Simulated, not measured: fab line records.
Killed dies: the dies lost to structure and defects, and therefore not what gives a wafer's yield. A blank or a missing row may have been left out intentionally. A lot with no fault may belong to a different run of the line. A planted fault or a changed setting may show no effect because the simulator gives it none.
Check of tool commonality ; flow berkeley-cmos170 ; Sample size 14 lots and 42 wafers

== REASON FOR OPENING ==
2 of 14 lots carry a flag on the reading PWELL_TW at UCB170_PWELL_TW_MEAS_17. Fault-free wafers read 375.7, with a standard deviation of 1.9.
Rule: a lot is flagged in two cases, either no wafer of it has a number, or all its wafers with numbers fall more than 4 standard deviations from that mean. As for the other lots, they are considered sound.

lot;measured;on;PWELL_TW, wafer by wafer;flag
L848;day 3 20:19;film-metro-03;381.1 378.9 378.1;
L849;day 4 03:29;film-metro-04;373.4 374.8 374.9;
L850;day 4 03:31;film-metro-01;373.6 373.7 372.5;
L852;day 4 14:03;film-metro-04;373.6 376.0 377.2;
L857;day 5 09:12;film-metro-03;377.5 377.6 377.2;
L856;day 5 09:28;film-metro-04;336.6 339.0 337.9;FLAGGED
L858;day 5 18:55;film-metro-04;336.5 336.3 339.0;FLAGGED
L862;day 6 13:48;film-metro-03;376.0 376.0 376.8;
L864;day 6 19:29;film-metro-01;375.3 373.9 375.0;
L865;day 7 13:43;film-metro-01;378.2 377.0 375.5;
L866;day 7 13:58;film-metro-01;377.0 377.5 379.2;
L868;day 7 14:28;film-metro-04;375.0 376.5 375.7;
L870;day 8 06:07;film-metro-01;376.4 377.2 376.8;
L869;day 8 19:34;film-metro-04;374.4 375.5 372.6;
The numbers of the flagged lots are 337.6 on average: -38.1 against the usual, or -20 standard deviations.

== WHICH TOOL EACH LOT WENT THROUGH ==
The record keeps 1 process step preceding the reading, out of 331 steps on the route. Each cell gives the tool, then ch followed by the chambers the sampled wafers passed through, then the start.
lot;flag;UCB170_PWELL_IMPLANT_15
L848;;implanter-04 ch 0, day 3 20:04
L849;;implanter-02 ch 0, day 4 03:14
L850;;implanter-01 ch 0, day 4 03:16
L852;;implanter-04 ch 0, day 4 13:49
L857;;implanter-04 ch 0, day 5 08:58
L856;FLAGGED;implanter-01 ch 0, day 5 09:13
L858;FLAGGED;implanter-01 ch 0, day 5 18:41
L862;;implanter-02 ch 0, day 6 13:33
L864;;implanter-02 ch 0, day 6 19:15
L865;;implanter-02 ch 0, day 7 13:30
L866;;implanter-04 ch 0, day 7 13:43
L868;;implanter-02 ch 0, day 7 14:14
L870;;implanter-04 ch 0, day 8 05:52
L869;;implanter-04 ch 0, day 8 19:19
These steps, and what they do:
- UCB170_PWELL_IMPLANT_15
- UCB170_PWELL_TW_MEAS_17

== FLAGGED AGAINST TOTAL, ONE TOOL AT A TIME (gauges that did the reading follow at the end) ==
step;tool;lots run;flagged;share of the flagged lots;sound lots run after its first flagged lot
UCB170_PWELL_IMPLANT_15;implanter-01;3;2;all;0
UCB170_PWELL_IMPLANT_15;implanter-02;5;0;none;-
UCB170_PWELL_IMPLANT_15;implanter-04;6;0;none;-
UCB170_PWELL_TW_MEAS_17;film-metro-01;5;0;none;-
UCB170_PWELL_TW_MEAS_17;film-metro-03;3;0;none;-
UCB170_PWELL_TW_MEAS_17;film-metro-04;6;2;all;2 (L868,L869)

== WHAT IS ALLOWED BY THE TABLE ==
Table rows that saw every flagged lot: 2, namely implanter-01 at UCB170_PWELL_IMPLANT_15 and film-metro-04 at UCB170_PWELL_TW_MEAS_17.
- implanter-01 at UCB170_PWELL_IMPLANT_15 ran 3 lots, 2 of them flagged. Its last sound lot is L850 (day 4 03:16), its first flagged lot L856 (day 5 09:13): a fault that began between those two fits. Its own readings lie more than 4 standard deviations out on every wafer of the flagged lots: dose-ions-cm2, faraday-current-uA.
- film-metro-04 at UCB170_PWELL_TW_MEAS_17 ran 6 lots, 2 of them flagged. Sound lots ran on it after the first flagged one (L868, L869), which a lasting fault on the whole tool wouldn't allow.
One tool is left: implanter-01 at UCB170_PWELL_IMPLANT_15.

== WHAT HAD BEEN PUT IN BY THE SIMULATOR ==
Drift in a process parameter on implanter-01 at UCB170_PWELL_IMPLANT_15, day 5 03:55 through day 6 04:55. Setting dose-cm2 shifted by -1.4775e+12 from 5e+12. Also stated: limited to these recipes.
Shown lots that were struck: L856, L858. The rule above reached the same finding.
